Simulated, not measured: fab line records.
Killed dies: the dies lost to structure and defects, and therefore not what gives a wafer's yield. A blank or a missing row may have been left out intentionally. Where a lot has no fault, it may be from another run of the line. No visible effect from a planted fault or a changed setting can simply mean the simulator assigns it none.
Split-lot trial -- flow berkeley cmos170 -- 27 wafers read from 5 lots, route of 331 steps

## ON THE SPLIT
At UCB170_PWELL_ETCH_14 (etches Si3N4 in CH3F/Ar/O2, stops on SiO2, target depth 242 nm, time 151 s), the setting target depth a was moved away from the recipe's 2420 angstrom on 12 of the 27 wafers read, by -53.8% to +59.0%. For the rest of the wafers, this setting stayed at what the recipe calls for.

The reading is taken at the split's own step.

## THE READING
oes product au, in a.u., at UCB170_PWELL_ETCH_14 (etches Si3N4 in CH3F/Ar/O2, stops on SiO2, target depth 242 nm, time 151 s). On this fab line, fault-free wafers typically give 0.940 a.u. with a standard deviation of 0.014 a.u.

wafer,"tool, chamber at the split","target depth a as run, angstrom",against the recipe,"oes product au, a.u.",against lot-mates on the recipe
L075.1,"rie diel-01, 1",2420,recipe,0.931,-
L075.2,"rie diel-01, 2",1120,-53.7%,0.986,+0.057
L075.3,"rie diel-01, 3",1120,-53.7%,1.002,+0.073
L075.4,"rie diel-01, 0",1120,-53.7%,0.984,+0.055
L075.5,"rie diel-01, 0",2420,recipe,0.916,-
L075.6,"rie diel-01, 1",2420,recipe,0.941,-
L078.1,"rie diel-04, 1",2420,recipe,0.942,-
L078.2,"rie diel-04, 0",1830,-24.4%,1.001,+0.056
L078.3,"rie diel-04, 2",1830,-24.4%,1.000,+0.055
L078.4,"rie diel-04, 3",1830,-24.4%,1.022,+0.077
L078.5,"rie diel-04, 1",2420,recipe,0.944,-
L078.6,"rie diel-04, 0",2420,recipe,0.950,-
L079.1,"rie diel-04, 0",2420,recipe,0.939,-
L079.2,"rie diel-04, 1",3847,+59.0%,0.735,-0.205
L079.3,"rie diel-04, 2",3847,+59.0%,0.737,-0.203
L079.4,"rie diel-04, 3",2420,recipe,0.948,-
L079.5,"rie diel-04, 0",3847,+59.0%,0.741,-0.199
L079.6,"rie diel-04, 1",2420,recipe,0.933,-
L081.1,"rie diel-04, 0",2420,recipe,0.939,-
L081.4,"rie diel-04, 1",2420,recipe,0.929,-
L081.5,"rie diel-04, 3",2420,recipe,0.948,-
L083.1,"rie diel-01, 0",1118,-53.8%,0.984,+0.052
L083.2,"rie diel-01, 1",2420,recipe,0.934,-
L083.3,"rie diel-01, 3",1118,-53.8%,1.005,+0.073
L083.4,"rie diel-01, 2",1118,-53.8%,0.983,+0.051
L083.5,"rie diel-01, 0",2420,recipe,0.929,-
L083.6,"rie diel-01, 1",2420,recipe,0.933,-

THE FIT
A straight line over all 27 wafers: oes product au changes by -0.0021 a.u. for each +1% of target depth a; r = -0.89; the points scatter about the line by 0.035 a.u.
The same after taking each lot's own level away (the mean of its wafers on the recipe; 27 wafers): -0.00217 a.u. for each +1%; r = -0.91; scatter 0.033 a.u.
On that fit, the largest move of target depth a shifts the reading by 0.13 a.u.
From 0.9293 to 0.9453 a.u.: that is the span of the lots' own levels, equal to 1.1 times the standard deviation above.
Consequently the slope shifts little with the lot-to-lot level, the two slopes agreeing.
Check: -0.133 a.u. against its lot-mates is what the line predicts for one of the wafers moved furthest among these (+59.0%) when that wafer is left out of the fit. It came out at -0.205 a.u. against them.
Tool readings at the split's step, against how far the setting was moved: oes product au r = -0.89.

## THE WHOLE CHAIN: every reading that the file lists as answering this split, in the file's order
step,what it does,reading,change (the file's fit),r (the file's)
UCB170_PWELL_ETCH_14,"etches Si3N4 in CH3F/Ar/O2, stops on SiO2, target depth 242 nm, time 151 s",oes product au,-0.00202 a.u. for each +1% of the setting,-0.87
UCB170_PWELL_ETCH_14,"etches Si3N4 in CH3F/Ar/O2, stops on SiO2, target depth 242 nm, time 151 s","etch.depth nm (the simulator's own value, which no gauge read)","not straight: 109.9 at the lowest setting, 220.5 at the recipe, 220.2 at the highest",not given
UCB170_PWELL_ETCH_14,"etches Si3N4 in CH3F/Ar/O2, stops on SiO2, target depth 242 nm, time 151 s","KrF_of_PWELL_COAT_08.thk nm (the simulator's own value, which no gauge read)",-1.63 nm for each +1% of the setting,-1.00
UCB170_PWELL_ETCH_14,"etches Si3N4 in CH3F/Ar/O2, stops on SiO2, target depth 242 nm, time 151 s","SiO2_of_PWELL_OXIDATION_02.thk nm (the simulator's own value, which no gauge read)","not straight: 24.64 at the lowest setting, 22.71 at the recipe, 0 at the highest",not given
UCB170_PWELL_STRIP_16,strips in O2,strip time to endpoint s,withheld for each +1% of the setting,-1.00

## FILE'S OWN FIT
oes product au changes by -0.00202 a.u. for each +1% of target depth a, r = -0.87.
